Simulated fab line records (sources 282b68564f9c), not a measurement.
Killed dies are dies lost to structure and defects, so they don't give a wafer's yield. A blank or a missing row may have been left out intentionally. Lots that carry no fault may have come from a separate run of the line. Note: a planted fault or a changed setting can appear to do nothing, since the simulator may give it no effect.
What tool caused it?	flow rit-cmos	Sampling: 7 lots, 21 wafers, 2 of 202 route steps

WHAT EACH GAUGE READ, for each wafer
RIT_PRETRO_OVL_MEAS_06.
lot	measured	on	PRETRO_OVL (nm)
L351	day 2 14:27	overlay-01	0.9 1.1 -0.4
L353	day 3 03:11	overlay-02	-2.5 -3.5 -1.6
L355	day 3 10:48	overlay-01	1.0 -0.5 0.2
L357	day 3 18:38	overlay-01	-0.5 2.3 1.2
L363	day 5 04:47	overlay-02	131.0 132.0 130.4
L370	day 6 12:53	overlay-02	-2.2 -2.7 -2.4
L373	day 7 03:35	overlay-02	-1.3 -0.5 -0.6

TOOL THAT RAN EACH LOT (tool first, then ch and the chambers of the sampled wafers, then the start)
lot	RIT_PRETRO_EXPOSE_03
L351	iline-stepper-01 ch 0, day 2 14:02
L353	iline-stepper-02 ch 0, day 3 02:46
L355	iline-stepper-01 ch 0, day 3 10:17
L357	iline-stepper-01 ch 0, day 3 18:14
L363	iline-stepper-02 ch 0, day 5 04:22
L370	iline-stepper-01 ch 0, day 6 12:28
L373	iline-stepper-01 ch 0, day 7 03:10
- RIT_PRETRO_EXPOSE_03: exposes mask M5, target cd 43700 nm.

THE ANSWER, worked out from the rows above alone
Rule: the usual values come from the lots themselves. Put in order of their means at a reading, lots are off if they are a third of the lots or fewer, leave a main group of 4 or more, and stand apart from it by a gap of 3 or more times the standard deviation of the main group's means; of several such gaps the widest counts. A main group is skipped when, at the precision printed for the reading in the tables above, its means are all equal. Also off: a lot with no number at a reading for which 4 or more lots have one. The other lots that the step has rows for count as sound.
Off: at RIT_PRETRO_OVL_MEAS_06 (PRETRO_OVL), L363. Main group: mean -0.7 nm, sd 1.4.
A tool fits if, at a process step before that reading, it ran every lot that is off, and no sound lot after the first of them. Gauges at RIT_PRETRO_OVL_MEAS_06: tried the same way as those tools. One candidate fits, namely iline-stepper-02 at RIT_PRETRO_EXPOSE_03. Its last sound lot is L353 (day 3 02:46), its first lot that is off L363 (day 5 04:22): a fault that began between those two fits.

WHAT THE SIMULATOR HAD INSERTED
Scanner matching overlay: iline-stepper-02, from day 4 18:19 on, at RIT_PRETRO_EXPOSE_03. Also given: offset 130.
Struck lots among those shown: L363. Same finding as the rule above.
